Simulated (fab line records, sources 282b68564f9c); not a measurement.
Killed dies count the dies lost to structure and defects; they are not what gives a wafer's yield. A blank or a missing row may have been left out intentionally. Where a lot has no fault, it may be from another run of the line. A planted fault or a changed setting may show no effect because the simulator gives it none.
Lot-split experiment + flow rit cmos + route with 202 steps; 5 lots, 23 wafers read

THE SPLIT ITSELF
At RIT_PLDD_COAT_01 (resist thk 1000 nm), the setting spin rpm was moved away from the recipe's 3250 rpm on 5 of the 23 wafers read, by -5.8% to +3.0%. The other wafers ran this setting at the recipe's value.

FROM THE SPLIT TO THE READING: what the file shows between them, 3 steps
- RIT_PLDD_SOFTBAKE_02: time 60 s
- RIT_PLDD_EXPOSE_03: exposes mask M8, target cd 40900 nm
- RIT_PLDD_DEVELOP_05: develop time 50 s

THE READING
NOVOLAK_of_PLDD_COAT_01.thk nm (the simulator's own value, which no gauge read), in nm, at RIT_PLDD_HARDBAKE_07 (time 60 s). The file gives no usual value for it. Average 882.4 nm, standard deviation 3.1 nm, over the 18 wafers here run with the recipe.

| wafer  | tool, chamber at the split | spin rpm as run, rpm | against the recipe | NOVOLAK_of_PLDD_COAT_01.thk nm, nm | against lot-mates on the recipe |
|--------|----------------------------|----------------------|--------------------|------------------------------------|---------------------------------|
| L075.1 | litho track-04, 0          | 3250                 | recipe             | 885.9                              | -                               |
| L075.2 | litho track-04, 0          | 3250                 | recipe             | 887                                | -                               |
| L075.3 | litho track-04, 0          | 3061                 | -5.8%              | 911.8                              | +25.4                           |
| L075.4 | litho track-04, 0          | 3061                 | -5.8%              | 914.3                              | +27.9                           |
| L075.5 | litho track-04, 0          | 3250                 | recipe             | 886.3                              | -                               |
| L076.1 | litho track-03, 0          | 3250                 | recipe             | 880.1                              | -                               |
| L076.2 | litho track-03, 0          | 3346                 | +3.0%              | 868.7                              | -11.5                           |
| L076.3 | litho track-03, 0          | 3346                 | +3.0%              | 868.2                              | -12.0                           |
| L076.5 | litho track-03, 0          | 3250                 | recipe             | 880.2                              | -                               |
| L076.6 | litho track-03, 0          | 3346                 | +3.0%              | 868.8                              | -11.4                           |
| L077.1 | litho track-04, 0          | 3250                 | recipe             | 878.4                              | -                               |
| L077.2 | litho track-04, 0          | 3250                 | recipe             | 883                                | -                               |
| L077.5 | litho track-04, 0          | 3250                 | recipe             | 879.2                              | -                               |
| L078.1 | litho track-04, 0          | 3250                 | recipe             | 877.5                              | -                               |
| L078.3 | litho track-04, 0          | 3250                 | recipe             | 881.5                              | -                               |
| L078.4 | litho track-04, 0          | 3250                 | recipe             | 880.9                              | -                               |
| L078.5 | litho track-04, 0          | 3250                 | recipe             | 878.8                              | -                               |
| L078.6 | litho track-04, 0          | 3250                 | recipe             | 881                                | -                               |
| L082.1 | litho track-02, 0          | 3250                 | recipe             | 884.9                              | -                               |
| L082.2 | litho track-02, 0          | 3250                 | recipe             | 883.3                              | -                               |
| L082.3 | litho track-02, 0          | 3250                 | recipe             | 887.4                              | -                               |
| L082.4 | litho track-02, 0          | 3250                 | recipe             | 886.3                              | -                               |
| L082.6 | litho track-02, 0          | 3250                 | recipe             | 882.3                              | -                               |

FIT RESULTS
A straight line over all 23 wafers: NOVOLAK_of_PLDD_COAT_01.thk nm changes by -5.1 nm for each +1% of spin rpm; r = -0.96; the points scatter about the line by 2.9 nm.
The same after taking each lot's own level away (the mean of its wafers on the recipe; 23 wafers): -4.39 nm for each +1%; r = -0.99; scatter 1.6 nm.
Per that fit: largest spin rpm move, reading shift of 26 nm.
From 879.94 to 886.40 nm: that is the span of the lots' own levels, equal to 2.1 times the standard deviation above.
Hence the slope depends on the lot-to-lot level, as the two fits are not the same.
Check: for one of the wafers moved furthest among these (-5.8%), held out of the fit, the line's prediction against its lot-mates is +26.1 nm. Against them it came out at +25.4 nm.

THE WHOLE CHAIN: every reading that the file lists as answering this split, in the file's order
| step                 | what it does       | reading                                                                         | change (the file's fit)              | r (the file's) |
|----------------------|--------------------|---------------------------------------------------------------------------------|--------------------------------------|----------------|
| RIT_PLDD_COAT_01     | resist thk 1000 nm | NOVOLAK_of_PLDD_COAT_01.thk nm (the simulator's own value, which no gauge read) | -5.08 nm for each +1% of the setting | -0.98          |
| RIT_PLDD_HARDBAKE_07 | time 60 s          | NOVOLAK_of_PLDD_COAT_01.thk nm (the simulator's own value, which no gauge read) | -4.44 nm for each +1% of the setting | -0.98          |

FILE'S OWN FIT
NOVOLAK_of_PLDD_COAT_01.thk nm changes by -4.44 nm for each +1% of spin rpm, r = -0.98.
